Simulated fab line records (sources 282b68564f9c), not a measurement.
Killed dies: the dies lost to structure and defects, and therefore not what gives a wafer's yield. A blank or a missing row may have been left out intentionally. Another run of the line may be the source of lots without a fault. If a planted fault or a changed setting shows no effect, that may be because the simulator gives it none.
fab line records + flow rit_cmos
[record]
- lots = 7
- wafers = 21
- last_day = 7
route steps=202 shown GATE@79 FOX2@80 M1@202
lots that met no fault: taken from a fault-free run of the same line
start_h: hours from the record's first day to the start of the lot's first wafer shown + wait_h: how many hours have passed since the lot's step before this one + " repeats the value in the row above + L1.1+2: several wafers, shown together as one row + - no value, or no start was given + * or withheld: withheld + < > ~ a bound
route shown NAME@n: names a module that has steps shown in the file, with the first one's number in the route + usual: mean and standard deviation over wafers with no fault + same: alike in all rows + chamber/n: place in a boat + sites: readings site by site + _std_site: their standard deviation + _edge_site: inner sites' mean taken away from outer sites' mean + radius_mm: for every site, how far away it sits from the centre of the wafer + mask NAME#n: copy n + behind: the last tool/chamber to shape the wafer + hold: what put the lot on hold/how long, in hours/how the hold closed + device: whichever transistor did not switch (one of n, p or np) + end of line: tests of these same wafers at the route's end + a step with no rows: only its recipe + killed: the dies lost at the first sort to structure and to defects; this is not the yield of the wafer + map: shows each die of a wafer: x if killed, . if not, _ if none is there
set.NAME: the setting the step ran with; set.NAME@STEP: the setting that earlier step ran with + model.NAME: the simulator's own value behind a step, which no gauge read
certain route steps with their lots: each step a table, each wafer a row
services: from which hour (start_h, from the record's first day; less than 0 if before it) a tool's chamber was out of use, for how many hours, and why
[[steps]]
[step RIT_GATE_CLEAN_04]
[recipe]
- chemistry = dHF
- dilution = 50:1
- time_s = 60
- dry = n2_spin
[step RIT_FOX2_THK_MEAS_91]
[recipe]
- reads = SiO2_of_FOX2_OXIDATION_00
[usual]
- FIELD_OXIDE_LEFT_2_THK = 257/5.6
| lot.wafer | tool          | chamber | start_h | wait_h | FIELD_OXIDE_LEFT_2_THK[nm] |
|-----------|---------------|---------|---------|--------|----------------------------|
| L213.1    | film_metro-04 | -       | 44.70   | 0.0    | 249                        |
| L213.4    | "             | -       | "       | "      | 254                        |
| L213.6    | "             | -       | "       | "      | 252                        |
| L217.1    | film_metro-02 | -       | 65.03   | 0.0    | 259                        |
| L217.2    | "             | -       | "       | "      | 255                        |
| L217.3    | "             | -       | "       | "      | 255                        |
| L220.2    | film_metro-04 | -       | 92.61   | 0.0    | 251                        |
| L220.5    | "             | -       | "       | "      | 255                        |
| L220.6    | "             | -       | "       | "      | 254                        |
| L223.1    | film_metro-04 | -       | 98.67   | 0.0    | 262                        |
| L223.3    | "             | -       | "       | "      | 263                        |
| L223.5    | "             | -       | "       | "      | 263                        |
| L225.1    | film_metro-02 | -       | 109.39  | 0.0    | 262                        |
| L225.5    | "             | -       | "       | "      | 260                        |
| L225.6    | "             | -       | "       | "      | 261                        |
| L229.2    | film_metro-04 | -       | 124.85  | 0.0    | 251                        |
| L229.3    | "             | -       | "       | "      | 259                        |
| L229.4    | "             | -       | "       | "      | 260                        |
| L231.2    | film_metro-02 | -       | 129.81  | 0.0    | 269                        |
| L231.4    | "             | -       | "       | "      | 262                        |
| L231.5    | "             | -       | "       | "      | 263                        |
[step RIT_GATE_OXIDATION_05]
[recipe]
- temp_c = 900
- ambient = O2
- target_thk_a = 30
- ox_time_s = 270
[step RIT_GATE_ANNEAL_06]
[recipe]
- temp_c = 900
- time_s = 600
- ambient = N2O
[step RIT_GATE_THK_MEAS_07]
[recipe]
- reads = SiO2_of_GATE_OXIDATION_05
[usual]
- GATE_OXIDE_THK = 3.02/0.057
| lot.wafer | tool          | chamber | start_h | wait_h | GATE_OXIDE_THK[nm] |
|-----------|---------------|---------|---------|--------|--------------------|
| L213.1    | film_metro-02 | -       | 49.25   | 0.0    | 3.07               |
| L213.4    | "             | -       | "       | "      | 3.09               |
| L213.6    | "             | -       | "       | "      | 3.00               |
| L217.1    | film_metro-04 | -       | 77.71   | 0.0    | 2.98               |
| L217.2    | "             | -       | "       | "      | 3.05               |
| L217.3    | "             | -       | "       | "      | 2.93               |
| L220.2    | film_metro-03 | -       | 97.65   | 0.0    | 3.06               |
| L220.5    | "             | -       | "       | "      | 2.94               |
| L220.6    | "             | -       | "       | "      | 3.00               |
| L223.1    | film_metro-04 | -       | 108.27  | 0.0    | 3.02               |
| L223.3    | "             | -       | "       | "      | 3.07               |
| L223.5    | "             | -       | "       | "      | 3.13               |
| L225.1    | film_metro-02 | -       | 112.72  | 0.0    | 3.00               |
| L225.5    | "             | -       | "       | "      | 3.11               |
| L225.6    | "             | -       | "       | "      | 3.07               |
| L229.2    | film_metro-02 | -       | 127.64  | 0.0    | 2.96               |
| L229.3    | "             | -       | "       | "      | 3.09               |
| L229.4    | "             | -       | "       | "      | 3.16               |
| L231.2    | film_metro-02 | -       | 131.73  | 0.0    | 3.05               |
| L231.4    | "             | -       | "       | "      | 3.03               |
| L231.5    | "             | -       | "       | "      | 2.98               |
[step RIT_GATE_CVD_08]
[recipe]
- material = poly-Si
- target_thk_nm = 250
- temp_c = 610
- precursor = SiH4
- time_s = 2220
- pressure_mtorr = 300
- sih4_flow_sccm = 100
[step RIT_GATE_THK_MEAS_09]
[recipe]
- reads = poly-Si_of_GATE_CVD_08
[usual]
- GATE_POLY_THK = 250.7/1.8
| lot.wafer | tool          | chamber | start_h | wait_h | GATE_POLY_THK[nm] |
|-----------|---------------|---------|---------|--------|-------------------|
| L213.1    | film_metro-04 | -       | 50.93   | 0.0    | 252.2             |
| L213.4    | "             | -       | "       | "      | 251.7             |
| L213.6    | "             | -       | "       | "      | 251.5             |
| L217.1    | film_metro-04 | -       | 80.20   | 0.0    | 249.8             |
| L217.2    | "             | -       | "       | "      | 249.2             |
| L217.3    | "             | -       | "       | "      | 250.3             |
| L220.2    | film_metro-04 | -       | 99.39   | 0.1    | 249.6             |
| L220.5    | "             | -       | "       | "      | 250.2             |
| L220.6    | "             | -       | "       | "      | 251.8             |
| L223.1    | film_metro-02 | -       | 109.95  | 0.0    | 248.8             |
| L223.3    | "             | -       | "       | "      | 247.3             |
| L223.5    | "             | -       | "       | "      | 251.0             |
| L225.1    | film_metro-03 | -       | 115.57  | 0.0    | 253.3             |
| L225.5    | "             | -       | "       | "      | 251.2             |
| L225.6    | "             | -       | "       | "      | 250.8             |
| L229.2    | film_metro-04 | -       | 129.83  | 0.0    | 250.4             |
| L229.3    | "             | -       | "       | "      | 248.9             |
| L229.4    | "             | -       | "       | "      | 251.3             |
| L231.2    | film_metro-02 | -       | 133.41  | 0.0    | 248.9             |
| L231.4    | "             | -       | "       | "      | 252.6             |
| L231.5    | "             | -       | "       | "      | 249.7             |
[step RIT_GATE_HMDS_10]
[recipe]
- prime_time_s = 60
- prime_temp_c = 140
[step RIT_GATE_COAT_11]
[recipe]
- resist = NOVOLAK
- spin_rpm = 4250
- resist_thk_nm = 850
[step RIT_GATE_SOFTBAKE_12]
[recipe]
- resist = NOVOLAK
- temp_c = 90
- time_s = 60
[step RIT_GATE_EXPOSE_13]
[recipe]
- mask_id = M6
- na = 0.6
- source_shape = conventional
- sigma_outer = 0.6
- target_cd_nm = 150
- dose_mj = 380
[step RIT_GATE_PEB_14]
[recipe]
- resist = NOVOLAK
- temp_c = withheld
- time_s = withheld
[step RIT_GATE_DEVELOP_15]
[recipe]
- resist = NOVOLAK
- develop_time_s = 50
- dev_temp_c = 23
| lot.wafer  | tool           | chamber | start_h | wait_h |
|------------|----------------|---------|---------|--------|
| L213.1+4+6 | litho_track-04 | 0       | 51      | -      |
| L217.1+2+3 | litho_track-04 | 0       | 80      | -      |
| L220.2+5+6 | litho_track-04 | 0       | 100     | -      |
| L223.1+3+5 | litho_track-04 | 0       | 110     | -      |
| L225.1+5+6 | litho_track-03 | 0       | 117     | -      |
| L229.2+3+4 | litho_track-02 | 0       | 130     | -      |
| L231.2+4+5 | litho_track-03 | 0       | 134     | -      |
[step RIT_GATE_OVL_MEAS_17]
[usual]
- GATE_OVL = -1.6/1.4
| lot.wafer | tool       | chamber | start_h | wait_h | GATE_OVL[nm] |
|-----------|------------|---------|---------|--------|--------------|
| L213.1    | overlay-01 | -       | 52.08   | 0.1    | 0.1          |
| L213.4    | "          | -       | "       | "      | -1.1         |
| L213.6    | "          | -       | "       | "      | -0.1         |
| L217.1    | overlay-02 | -       | 81.23   | 0.1    | -1.7         |
| L217.2    | "          | -       | "       | "      | -0.6         |
| L217.3    | "          | -       | "       | "      | -4.1         |
| L220.2    | overlay-02 | -       | 100.72  | 0.1    | -0.4         |
| L220.5    | "          | -       | "       | "      | -1.0         |
| L220.6    | "          | -       | "       | "      | -0.7         |
| L223.1    | overlay-01 | -       | 111.10  | 0.1    | -0.7         |
| L223.3    | "          | -       | "       | "      | -1.9         |
| L223.5    | "          | -       | "       | "      | -1.8         |
| L225.1    | overlay-02 | -       | 117.53  | 0.1    | -2.1         |
| L225.5    | "          | -       | "       | "      | -0.4         |
| L225.6    | "          | -       | "       | "      | -0.1         |
| L229.2    | overlay-02 | -       | 130.99  | 0.1    | 0.1          |
| L229.3    | "          | -       | "       | "      | 0.9          |
| L229.4    | "          | -       | "       | "      | 1.1          |
| L231.2    | overlay-02 | -       | 134.87  | 0.1    | -3.2         |
| L231.4    | "          | -       | "       | "      | -2.6         |
| L231.5    | "          | -       | "       | "      | -3.9         |
[step RIT_GATE_HARDBAKE_18]
[recipe]
- resist = NOVOLAK
- temp_c = 140
- time_s = 60
[step RIT_GATE_ETCH_19]
[recipe]
- chemistry = SF6/CHF3/O2
- time_s = 165
- SF6_flow_sccm = 30
- CHF3_flow_sccm = 30
- O2_flow_sccm = 5
- target = poly-Si
- pressure_mtorr = 40
- rf_w = 160
- target_depth_a = 3125
- over_etch_frac = 0.25
- stop_on = SiO2
[usual]
- CHF3_flow_sccm = 30.00/0.09
- O2_flow_sccm = 4.999/0.016
- SF6_flow_sccm = 30.00/0.092
- drypump_motor_current_A = 5.9/0.51
- oes_product_au = 0.847/0.014
- rf_fwd_power_W = 159.3/0.53
- throttle_valve_pct = 10.21/0.16
| lot.wafer | tool      | chamber | start_h | wait_h | CHF3_flow_sccm | O2_flow_sccm | SF6_flow_sccm | drypump_motor_current_A | oes_product_au | rf_fwd_power_W | rf_hours_counter_h | throttle_valve_pct |
|-----------|-----------|---------|---------|--------|----------------|--------------|---------------|-------------------------|----------------|----------------|--------------------|--------------------|
| L213.1    | rie_si-01 | 3       | 52.27   | 0.1    | 29.99          | 4.980        | 29.99         | 5.5                     | 0.851          | 159.0          | 3                  | 10.19              |
| L213.4    | "         | 0       | "       | "      | 30.07          | 4.973        | 30.01         | 5.4                     | 0.849          | 159.6          | 70                 | 10.48              |
| L213.6    | "         | 0       | "       | "      | 30.08          | 4.969        | 30.02         | 5.4                     | 0.848          | 159.2          | -                  | 10.48              |
| L217.1    | rie_si-01 | 0       | 81.64   | 0.1    | 29.90          | 4.995        | 30.04         | 5.5                     | 0.846          | 159.4          | 70                 | 10.46              |
| L217.2    | "         | 2       | "       | "      | 30.10          | 5.055        | 30.02         | 6.8                     | 0.844          | 159.6          | 1                  | 9.90               |
| L217.3    | "         | 1       | "       | "      | 30.00          | 5.003        | 30.00         | 5.8                     | 0.862          | 159.9          | 96                 | 10.37              |
| L220.2    | rie_si-02 | 2       | 100.90  | 0.1    | 29.72          | 4.981        | 29.95         | 6.6                     | 0.826          | 158.9          | 81                 | 10.27              |
| L220.5    | "         | 1       | "       | "      | 30.11          | 4.985        | 30.07         | 5.5                     | 0.853          | 159.6          | -                  | 10.24              |
| L220.6    | "         | 2       | "       | "      | 29.91          | 4.997        | 30.05         | 6.6                     | 0.839          | 158.4          | -                  | 10.27              |
| L223.1    | rie_si-02 | 1       | 111.29  | 0.1    | 29.90          | 4.974        | 29.92         | 5.5                     | 0.855          | 159.6          | 119                | 10.24              |
| L223.3    | "         | 0       | "       | "      | 29.82          | 5.018        | 29.93         | 5.9                     | 0.838          | 158.5          | 0                  | 10.07              |
| L223.5    | "         | 0       | "       | "      | 29.99          | 4.991        | 29.92         | 5.8                     | 0.847          | 158.0          | -                  | 10.06              |
| L225.1    | rie_si-01 | 3       | 117.87  | 0.1    | 29.99          | 4.997        | 30.09         | 5.5                     | 0.859          | 158.6          | 3                  | 10.19              |
| L225.5    | "         | 0       | "       | "      | 30.04          | 5.005        | 29.95         | 5.5                     | 0.852          | 158.7          | -                  | 10.48              |
| L225.6    | "         | 1       | "       | "      | 30.02          | 4.987        | 30.01         | 5.8                     | 0.862          | 158.7          | -                  | 10.37              |
| L229.2    | rie_si-02 | 1       | 131.33  | 0.1    | 30.03          | 4.996        | 30.14         | 5.5                     | 0.862          | 160.0          | 119                | 10.24              |
| L229.3    | "         | 0       | "       | "      | 30.15          | 5.006        | 30.06         | 5.8                     | 0.844          | 158.5          | 0                  | 10.06              |
| L229.4    | "         | 2       | "       | "      | 30.01          | 4.987        | 29.89         | 6.7                     | 0.829          | 159.1          | 81                 | 10.27              |
| L231.2    | rie_si-02 | 3       | 135.16  | 0.1    | 30.17          | 4.999        | 30.21         | 5.4                     | 0.826          | 159.0          | 144                | 10.16              |
| L231.4    | "         | 2       | "       | "      | 29.99          | 4.976        | 29.94         | 6.7                     | 0.825          | 158.8          | 81                 | 10.29              |
| L231.5    | "         | 0       | "       | "      | 30.02          | 4.989        | 29.91         | 5.8                     | 0.841          | 158.4          | -                  | 10.07              |
[step RIT_GATE_STRIP_20]
[recipe]
- chemistry = O2
- time_s = 180
- resist = NOVOLAK
- platen_temp_c = withheld
- power_w = 500
- pressure_mtorr = 4000
- o2_flow_sccm = 4000
[usual]
- drypump_motor_current_A = 5.7/0.45
| lot.wafer | tool            | chamber | start_h | wait_h | drypump_motor_current_A | rf_hours_counter_h |
|-----------|-----------------|---------|---------|--------|-------------------------|--------------------|
| L213.1    | plasma_asher-04 | 1       | 52.38   | 0.1    | 4.9                     | 43                 |
| L213.4    | "               | 1       | "       | "      | 4.9                     | -                  |
| L213.6    | "               | 0       | "       | "      | 5.5                     | -                  |
| L217.1    | plasma_asher-02 | 1       | 81.75   | 0.1    | 6.5                     | 43                 |
| L217.2    | "               | 0       | "       | "      | 5.7                     | 43                 |
| L217.3    | "               | 0       | "       | "      | 5.7                     | -                  |
| L220.2    | plasma_asher-04 | 0       | 101.01  | 0.1    | 5.6                     | 48                 |
| L220.5    | "               | 0       | "       | "      | 5.5                     | -                  |
| L220.6    | "               | 1       | "       | "      | 4.9                     | -                  |
| L223.1    | plasma_asher-01 | 1       | 111.40  | 0.1    | 5.7                     | 27                 |
| L223.3    | "               | 0       | "       | "      | 6.0                     | -                  |
| L223.5    | "               | 0       | "       | "      | 6.0                     | -                  |
| L225.1    | plasma_asher-02 | 1       | 117.98  | 0.1    | 6.4                     | 47                 |
| L225.5    | "               | 1       | "       | "      | 6.3                     | -                  |
| L225.6    | "               | 0       | "       | "      | 5.7                     | -                  |
| L229.2    | plasma_asher-02 | 0       | 131.44  | 0.1    | 5.7                     | 49                 |
| L229.3    | "               | 0       | "       | "      | 5.7                     | -                  |
| L229.4    | "               | 1       | "       | "      | 6.5                     | -                  |
| L231.2    | plasma_asher-04 | 0       | 135.27  | 0.1    | 5.6                     | 53                 |
| L231.4    | "               | 0       | "       | "      | 5.6                     | -                  |
| L231.5    | "               | 0       | "       | "      | 5.5                     | -                  |
[step RIT_M1_PROBE_99]
[usual]
- killed_at_contacts = 0.1/0.23
- killed_at_front_end = 6.7/2.9
- killed_dies = 6.8/2.9
- killed_on_rim = 1.9/1.4
- killed_open = 3.5/2.1
- killed_short = 3.2/1.9
[same]
- gross_dies = 264
- killed_at_M0_to_M3 = 0
- killed_at_M4_up = 0
- killed_at_back_side = 0
- killed_at_other = 0
| lot.wafer | tool      | chamber | start_h | wait_h | killed_at_contacts | killed_at_front_end | killed_dies | killed_on_rim | killed_open | killed_short |
|-----------|-----------|---------|---------|--------|--------------------|---------------------|-------------|---------------|-------------|--------------|
| L213.1    | prober-02 | -       | 81.34   | 0.1    | 0                  | 8                   | 8           | 3             | 4           | 3            |
| L213.4    | prober-02 | -       | 81.49   | 0.2    | 1                  | 11                  | 12          | 3             | 5           | 6            |
| L213.6    | prober-02 | -       | 81.59   | 0.2    | 0                  | 12                  | 12          | 3             | 7           | 4            |
| L217.1    | prober-02 | -       | 106.78  | 0.1    | 0                  | 264                 | 264         | 70            | 3           | 4            |
| L217.2    | prober-02 | -       | 106.83  | 0.1    | 0                  | 264                 | 264         | 70            | 5           | 1            |
| L217.3    | prober-02 | -       | 106.88  | 0.2    | 0                  | 264                 | 264         | 70            | 5           | 0            |
| L220.2    | prober-01 | -       | 128.08  | 0.1    | 0                  | 264                 | 264         | 70            | 0           | 6            |
| L220.5    | prober-01 | -       | 128.23  | 0.2    | 0                  | 264                 | 264         | 70            | 2           | 4            |
| L220.6    | prober-01 | -       | 128.28  | 0.2    | 0                  | 264                 | 264         | 70            | 3           | 2            |
| L223.1    | prober-02 | -       | 135.87  | 0.1    | 0                  | 264                 | 264         | 70            | 5           | 0            |
| L223.3    | prober-02 | -       | 135.97  | 0.2    | 0                  | 264                 | 264         | 70            | 3           | 1            |
| L223.5    | prober-02 | -       | 136.07  | 0.2    | 0                  | 264                 | 264         | 70            | 1           | 3            |
// killed by level:class
L213.1 GATE:geometric_particle:open=2 REOX:geometric_particle:short=2 FOX2:geometric_particle:open=1 REOX:geometric_particle:open=1 SILICIDE:geometric_particle:short=1 NSD:coat_microbubble_printed=1
L213.4 GATE:geometric_particle:open=3 GATE:geometric_particle:short=3 SILICIDE:geometric_particle:short=2 FOX1:geometric_particle:open=1 SPACER:geometric_particle:short=1 SILICIDE:geometric_particle:open=1 CONTACT:coat_microbubble_printed=1
L213.6 FOX1:geometric_particle:open=3 GATE:geometric_particle:short=3 GATE:geometric_particle:open=3 SILICIDE:geometric_particle:open=1 SILICIDE:geometric_particle:short=1 NSD:coat_microbubble_printed=1
L217.1 GATE:area_develop=257 REOX:geometric_particle:short=2 FOX1:geometric_particle:short=1 GATE:geometric_particle:short=1 GATE:geometric_particle:open=1 REOX:geometric_particle:open=1 SILICIDE:geometric_particle:open=1
L217.2 GATE:area_develop=258 GATE:geometric_particle:open=5 FOX1:geometric_particle:short=1
L217.3 GATE:area_develop=259 REOX:geometric_particle:open=2 SPACER:geometric_particle:open=2 GATE:geometric_particle:open=1
L220.2 GATE:area_develop=258 FOX2:geometric_particle:short=2 SILICIDE:geometric_particle:short=2 FOX1:geometric_particle:short=1 SPACER:geometric_particle:short=1
L220.5 GATE:area_develop=258 FOX1:geometric_particle:short=2 FOX2:geometric_particle:short=2 FOX1:geometric_particle:open=1 SILICIDE:geometric_particle:open=1
L220.6 GATE:area_develop=259 GATE:geometric_particle:open=1 GATE:geometric_particle:short=1 REOX:geometric_particle:short=1 SPACER:geometric_particle:open=1 SILICIDE:geometric_particle:open=1
L223.1 GATE:area_develop=259 SPACER:geometric_particle:open=3 SILICIDE:geometric_particle:open=2
L223.3 GATE:area_develop=260 SPACER:geometric_particle:open=3 SILICIDE:geometric_particle:short=1
L223.5 GATE:area_develop=260 FOX1:geometric_particle:short=1 FOX2:geometric_particle:short=1 SILICIDE:geometric_particle:open=1 SILICIDE:geometric_particle:short=1
// map L217.1 (x killed, . not)
________xxxxxxx_______
_____xxxxxxxxxxxxx____
____xxxxxxxxxxxxxxx___
___xxxxxxxxxxxxxxxxx__
__xxxxxxxxxxxxxxxxxxx_
__xxxxxxxxxxxxxxxxxxx_
_xxxxxxxxxxxxxxxxxxxxx
_xxxxxxxxxxxxxxxxxxxxx
_xxxxxxxxxxxxxxxxxxxxx
_xxxxxxxxxxxxxxxxxxxxx
__xxxxxxxxxxxxxxxxxxx_
__xxxxxxxxxxxxxxxxxxx_
___xxxxxxxxxxxxxxxxx__
____xxxxxxxxxxxxxxx___
_____xxxxxxxxxxxxx____
________xxxxxxx_______
// map L220.2 (x killed, . not)
________xxxxxxx_______
_____xxxxxxxxxxxxx____
____xxxxxxxxxxxxxxx___
___xxxxxxxxxxxxxxxxx__
__xxxxxxxxxxxxxxxxxxx_
__xxxxxxxxxxxxxxxxxxx_
_xxxxxxxxxxxxxxxxxxxxx
_xxxxxxxxxxxxxxxxxxxxx
_xxxxxxxxxxxxxxxxxxxxx
_xxxxxxxxxxxxxxxxxxxxx
__xxxxxxxxxxxxxxxxxxx_
__xxxxxxxxxxxxxxxxxxx_
___xxxxxxxxxxxxxxxxx__
____xxxxxxxxxxxxxxx___
_____xxxxxxxxxxxxx____
________xxxxxxx_______
[[services]]
| tool            | chamber | start_h | hours | kind           |
|-----------------|---------|---------|-------|----------------|
| rie_si-02       | 1       | 48.87   | 6.1   | repair         |
| rie_si-02       | -       | 51.93   | 14.6  | pm             |
| plasma_asher-01 | -       | 52.31   | 4.0   | repair         |
| rie_si-01       | -       | 58.00   | 0.2   | repair         |
| plasma_asher-01 | -       | 64.14   | 1.0   | repair         |
| rie_si-02       | 0       | 87.19   | -     | clean          |
| rie_si-02       | 0       | 87.19   | 17.2  | scheduled_down |
| rie_si-02       | 0       | 87.19   | 17.2  | vent_cycle     |
| plasma_asher-01 | -       | 98.66   | 2.8   | pm             |
[[key]]
[first_sign]
- step = RIT_M1_PROBE_99
- reading = killed_at_front_end
- direction = up
- sigmas = 88
- usual = 6.7
- struck = 264
[effect]
- step = RIT_M1_PROBE_99
- reading = killed_dies
- direction = up
- sigmas = 87
- usual = 6.8
- struck = 264
[more_kills_born_at]
- RIT_GATE_DEVELOP_15@litho_track-04 = 2328
met_at RIT_GATE_DEVELOP_15
struck_wafers L217.1,L217.2,L217.3,L220.2,L220.5,L220.6,L223.1,L223.3,L223.5
later_rows_left_out L217.1,L217.2,L217.3,L220.2,L220.5,L220.6,L223.1,L223.3,L223.5
tester_left_out L217,L220,L223
[loop_trim]
- step = RIT_GATE_EXPOSE_13
- setting = dose
- lots = L223
onset_between 51 80
[fault]
- kind = process_parameter_drift
- tool = litho_track-04
- chamber = -
- onset_h = 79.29
- steps = RIT_GATE_DEVELOP_15
- channel = develop_time_s
- offset = *
- shape = step
- end_h = 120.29
- acts_in = *
- stated = *
// tester_left_out: of these lots the tester's yield and bins aren't shown, on N5 and GAA mostly nor the transistor test; their killed dies are dies lost to structure and defects alone, not to doping, threshold or leakage, so they don't give the yield
// later_rows_left_out: the simulator's readings of these wafers behind a module that went badly wrong aren't trusted and aren't shown, but for the sort
// loop_trim: a control loop set the setting to another value than it would have without faults
